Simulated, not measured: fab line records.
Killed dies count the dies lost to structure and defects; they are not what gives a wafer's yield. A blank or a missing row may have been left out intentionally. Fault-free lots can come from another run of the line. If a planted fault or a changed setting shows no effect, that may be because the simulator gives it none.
Which of the tools did it? / flow rit_cmos / 15 lots with 45 wafers sampled at 2 steps, on a route of 202 steps

## WHAT THE GAUGES SHOWED, per wafer
Not one reading of a measure or inspect step in the record can be checked against a usual standard deviation.

## EACH LOT AND THE TOOL THAT RAN IT (in order: tool; ch and the chambers of the sampled wafers; start)
lot=L291; RIT_CONTACT_ETCH_11=rie_diel-01 ch 0,3, day 3 09:37; RIT_M1_PROBE_99=-
lot=L292; RIT_CONTACT_ETCH_11=rie_diel-02 ch 0,3, day 3 11:22; RIT_M1_PROBE_99=-
lot=L293; RIT_CONTACT_ETCH_11=rie_diel-01 ch 1,2, day 3 19:58; RIT_M1_PROBE_99=-
lot=L295; RIT_CONTACT_ETCH_11=rie_diel-01 ch 1,3, day 4 09:22; RIT_M1_PROBE_99=-
lot=L296; RIT_CONTACT_ETCH_11=rie_diel-03 ch 2,3, day 4 11:32; RIT_M1_PROBE_99=prober-02, day 4 17:02
lot=L298; RIT_CONTACT_ETCH_11=rie_diel-03 ch 1,3, day 4 16:11; RIT_M1_PROBE_99=-
lot=L299; RIT_CONTACT_ETCH_11=rie_diel-01 ch 0,1, day 4 20:46; RIT_M1_PROBE_99=-
lot=L301; RIT_CONTACT_ETCH_11=rie_diel-01 ch 0,1,3, day 5 10:12; RIT_M1_PROBE_99=-
lot=L306; RIT_CONTACT_ETCH_11=rie_diel-02 ch 0,2,3, day 6 08:04; RIT_M1_PROBE_99=-
lot=L307; RIT_CONTACT_ETCH_11=rie_diel-02 ch 0,3, day 6 12:49; RIT_M1_PROBE_99=-
lot=L308; RIT_CONTACT_ETCH_11=rie_diel-02 ch 0,2,3, day 6 15:52; RIT_M1_PROBE_99=prober-02, day 6 21:18
lot=L309; RIT_CONTACT_ETCH_11=rie_diel-02 ch 0,1,3, day 6 22:41; RIT_M1_PROBE_99=prober-01, day 7 05:24
lot=L310; RIT_CONTACT_ETCH_11=rie_diel-01 ch 1,3, day 7 03:23; RIT_M1_PROBE_99=-
lot=L313; RIT_CONTACT_ETCH_11=rie_diel-01 ch 0,1, day 7 19:43; RIT_M1_PROBE_99=-
lot=L314; RIT_CONTACT_ETCH_11=rie_diel-03 ch 1,2, day 7 23:29; RIT_M1_PROBE_99=-
- RIT_CONTACT_ETCH_11: etches SiO2 in CHF3/CF4/Ar, stops on TiSi2, target depth 480 nm, time 320 s.
- RIT_M1_PROBE_99

## WHAT THE TOOLS THEMSELVES READ (means of the sampled wafers that have a number; where no wafer has one, the mark that the record gives instead)
RIT_CONTACT_ETCH_11.
lot=L291; tool=rie_diel-01; drypump_motor_current_A (A)=5.4; oes_product_au (a.u.)=0.979; rf_fwd_power_W (W)=199.1; throttle_valve_pct (%)=8.79
lot=L292; tool=rie_diel-02; drypump_motor_current_A (A)=5.7; oes_product_au (a.u.)=0.997; rf_fwd_power_W (W)=199.8; throttle_valve_pct (%)=8.81
lot=L293; tool=rie_diel-01; drypump_motor_current_A (A)=5.3; oes_product_au (a.u.)=1.002; rf_fwd_power_W (W)=199.4; throttle_valve_pct (%)=8.82
lot=L295; tool=rie_diel-01; drypump_motor_current_A (A)=5.1; oes_product_au (a.u.)=0.982; rf_fwd_power_W (W)=199.7; throttle_valve_pct (%)=8.70
lot=L296; tool=rie_diel-03; drypump_motor_current_A (A)=5.8; oes_product_au (a.u.)=0.991; rf_fwd_power_W (W)=200.2; throttle_valve_pct (%)=8.94
lot=L298; tool=rie_diel-03; drypump_motor_current_A (A)=6.0; oes_product_au (a.u.)=0.985; rf_fwd_power_W (W)=199.7; throttle_valve_pct (%)=8.97
lot=L299; tool=rie_diel-01; drypump_motor_current_A (A)=5.4; oes_product_au (a.u.)=0.995; rf_fwd_power_W (W)=199.7; throttle_valve_pct (%)=8.73
lot=L301; tool=rie_diel-01; drypump_motor_current_A (A)=5.3; oes_product_au (a.u.)=0.990; rf_fwd_power_W (W)=199.2; throttle_valve_pct (%)=8.72
lot=L306; tool=rie_diel-02; drypump_motor_current_A (A)=6.0; oes_product_au (a.u.)=0.997; rf_fwd_power_W (W)=199.3; throttle_valve_pct (%)=8.87
lot=L307; tool=rie_diel-02; drypump_motor_current_A (A)=6.0; oes_product_au (a.u.)=0.997; rf_fwd_power_W (W)=209.9; throttle_valve_pct (%)=8.78
lot=L308; tool=rie_diel-02; drypump_motor_current_A (A)=6.0; oes_product_au (a.u.)=0.997; rf_fwd_power_W (W)=209.7; throttle_valve_pct (%)=8.87
lot=L309; tool=rie_diel-02; drypump_motor_current_A (A)=5.8; oes_product_au (a.u.)=0.999; rf_fwd_power_W (W)=209.9; throttle_valve_pct (%)=8.81
lot=L310; tool=rie_diel-01; drypump_motor_current_A (A)=5.0; oes_product_au (a.u.)=1.003; rf_fwd_power_W (W)=199.7; throttle_valve_pct (%)=8.63
lot=L313; tool=rie_diel-01; drypump_motor_current_A (A)=5.4; oes_product_au (a.u.)=0.975; rf_fwd_power_W (W)=199.5; throttle_valve_pct (%)=8.72
lot=L314; tool=rie_diel-03; drypump_motor_current_A (A)=5.7; oes_product_au (a.u.)=0.998; rf_fwd_power_W (W)=199.4; throttle_valve_pct (%)=8.92

RIT_M1_PROBE_99.
lot=L296 tool=prober-02 killed_at_M0_to_M3=0.0 killed_at_contacts=0.0 killed_at_front_end=6.7 killed_dies=6.7 killed_open=3.0 killed_short=3.7
lot=L308 tool=prober-02 killed_at_M0_to_M3=0.0 killed_at_contacts=0.0 killed_at_front_end=7.7 killed_dies=7.7 killed_open=4.3 killed_short=3.3
lot=L309 tool=prober-01 killed_at_M0_to_M3=0.0 killed_at_contacts=0.0 killed_at_front_end=7.7 killed_dies=7.7 killed_open=4.0 killed_short=3.7

## THE ANSWER, worked out from the rows above alone
Rule: usual is defined by the lots themselves. Put in order of their means at a reading, lots are off if they are a third of the lots or fewer, leave a main group of 4 or more, and stand apart from it by a gap of 3 or more times the standard deviation of the main group's means; of several such gaps the widest counts. A main group is skipped when, at the precision printed for the reading in the tables above, its means are all equal. Also off: a lot with no number at a reading for which 4 or more lots have one. The other lots that the step has rows for count as sound. After the gauges, taken in route order, come the tools' own readings; for these a lot's mean is taken, as printed above. The first step at which some lot is off is used, and at that step the reading that is off furthest; a lot without a number counts as furthest.
Off: L307, L308, L309 (RIT_CONTACT_ETCH_11, rf_fwd_power_W). Main group: mean 199.6 W, sd 0.29.
A tool fits if, at that step or a process step before it, it ran every lot that is off, and no sound lot after the first of them. One fits: RIT_CONTACT_ETCH_11 on rie_diel-02. A fault onset in the window from L306 (day 6 08:04, its last sound lot) to L307 (day 6 12:49, its first lot off) fits.
The tool's own readings at RIT_CONTACT_ETCH_11 bear it out: on the lots that are off they differ by more than 5 times the standard deviation of the sound lots' means. rf_fwd_power_W reads 209.8 W there against 199.6 W on the sound lots.

## WHAT THE SIMULATOR PUT IN
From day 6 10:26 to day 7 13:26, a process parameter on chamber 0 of rie_diel-02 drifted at RIT_CONTACT_ETCH_11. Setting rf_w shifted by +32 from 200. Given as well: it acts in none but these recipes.
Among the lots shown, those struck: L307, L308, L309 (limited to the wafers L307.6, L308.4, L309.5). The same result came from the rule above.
